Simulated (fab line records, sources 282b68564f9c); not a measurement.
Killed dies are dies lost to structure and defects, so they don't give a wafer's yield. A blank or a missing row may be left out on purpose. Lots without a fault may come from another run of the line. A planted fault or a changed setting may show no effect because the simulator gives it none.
Tool commonality check | flow rit_cmos | 14 lots, 42 wafers sampled

WHY IT WAS OPENED
At RIT_FOX2_THK_MEAS_01 the reading FOX2_OXIDE_THK is flagged on 2 of 14 lots. Wafers without a fault read 353 nm, standard deviation 6.
Rule: a lot is flagged when every wafer of it that has a number lies more than 4 standard deviations from that mean, or none has a number. The other lots count as sound.

lot  | measured    | on            | FOX2_OXIDE_THK (nm), wafer by wafer | flag
L290 | day 1 18:40 | film_metro-04 | 352 345 350                         |
L291 | day 1 23:19 | film_metro-04 | 348 349 343                         |
L292 | day 2 04:20 | film_metro-04 | 351 354 355                         |
L294 | day 2 15:24 | film_metro-04 | 354 356 360                         |
L295 | day 2 21:47 | film_metro-04 | 344 345 342                         |
L296 | day 3 02:11 | film_metro-01 | 340 354 354                         |
L297 | day 3 06:52 | film_metro-04 | 356 355 347                         |
L298 | day 3 10:32 | film_metro-01 | 450 445 444                         | FLAGGED
L304 | day 4 18:02 | film_metro-04 | 438 436 440                         | FLAGGED
L305 | day 4 23:38 | film_metro-03 | 356 354 358                         |
L306 | day 5 03:17 | film_metro-01 | 360 363 355                         |
L307 | day 5 07:28 | film_metro-03 | 354 359 357                         |
L309 | day 5 18:10 | film_metro-01 | 360 362 366                         |
L312 | day 6 09:23 | film_metro-04 | 352 359 356                         |
The numbers of the flagged lots are 442 nm on average: +89 nm against the usual, or +15 standard deviations.

WHICH TOOL RAN EACH LOT
The record holds 1 process step before the reading, out of a route of 202 steps. In each cell: the tool, then ch and the chambers that the sampled wafers went through, then the start.
lot  | flag    | RIT_FOX2_OXIDATION_00
L290 |         | furnace-03 ch 0, day 1 17:21
L291 |         | furnace-03 ch 0, day 1 22:00
L292 |         | furnace-02 ch 0, day 2 03:00
L294 |         | furnace-01 ch 0, day 2 14:05
L295 |         | furnace-03 ch 0, day 2 20:29
L296 |         | furnace-02 ch 0, day 3 00:51
L297 |         | furnace-01 ch 0, day 3 05:32
L298 | FLAGGED | furnace-01 ch 0, day 3 09:11
L304 | FLAGGED | furnace-01 ch 0, day 4 16:44
L305 |         | furnace-03 ch 0, day 4 22:19
L306 |         | furnace-02 ch 0, day 5 01:58
L307 |         | furnace-03 ch 0, day 5 06:08
L309 |         | furnace-02 ch 0, day 5 16:49
L312 |         | furnace-02 ch 0, day 6 08:04
What these steps do:
- RIT_FOX2_OXIDATION_00: target thk 350.7 nm, ox time 1130 s.
- RIT_FOX2_THK_MEAS_01

FLAGGED OVER TOTAL, TOOL BY TOOL (the gauges that took the reading come last)
step                  | tool          | lots run | flagged | share of the flagged lots | sound lots run after its first flagged lot
RIT_FOX2_OXIDATION_00 | furnace-01    | 4        | 2       | all                       | 0
RIT_FOX2_OXIDATION_00 | furnace-02    | 5        | 0       | none                      | -
RIT_FOX2_OXIDATION_00 | furnace-03    | 5        | 0       | none                      | -
RIT_FOX2_THK_MEAS_01  | film_metro-01 | 4        | 1       | some                      | 2 (L306,L309)
RIT_FOX2_THK_MEAS_01  | film_metro-03 | 2        | 0       | none                      | -
RIT_FOX2_THK_MEAS_01  | film_metro-04 | 8        | 1       | some                      | 1 (L312)

WHAT THE TABLE ALLOWS
1 row of the table ran every flagged lot: furnace-01 at RIT_FOX2_OXIDATION_00.
- furnace-01 at RIT_FOX2_OXIDATION_00: 2 of its 4 lots flagged. Its last sound lot is L297 (day 3 05:32), its first flagged lot L298 (day 3 09:11): a fault that began between those two fits. Its own readings lie more than 4 standard deviations out on every wafer of the flagged lots: spike_tc_centre_C, spike_tc_load_C, spike_tc_source_C, tube_center_temp_C, tube_center_temp_C_max.
One tool is left: furnace-01 at RIT_FOX2_OXIDATION_00.

WHAT THE SIMULATOR HAD PUT IN
Process parameter drift: furnace-01, from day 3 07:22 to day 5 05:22, at RIT_FOX2_OXIDATION_00. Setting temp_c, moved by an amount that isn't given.
Lots struck among those shown: L298, L304. The rule above found the same.
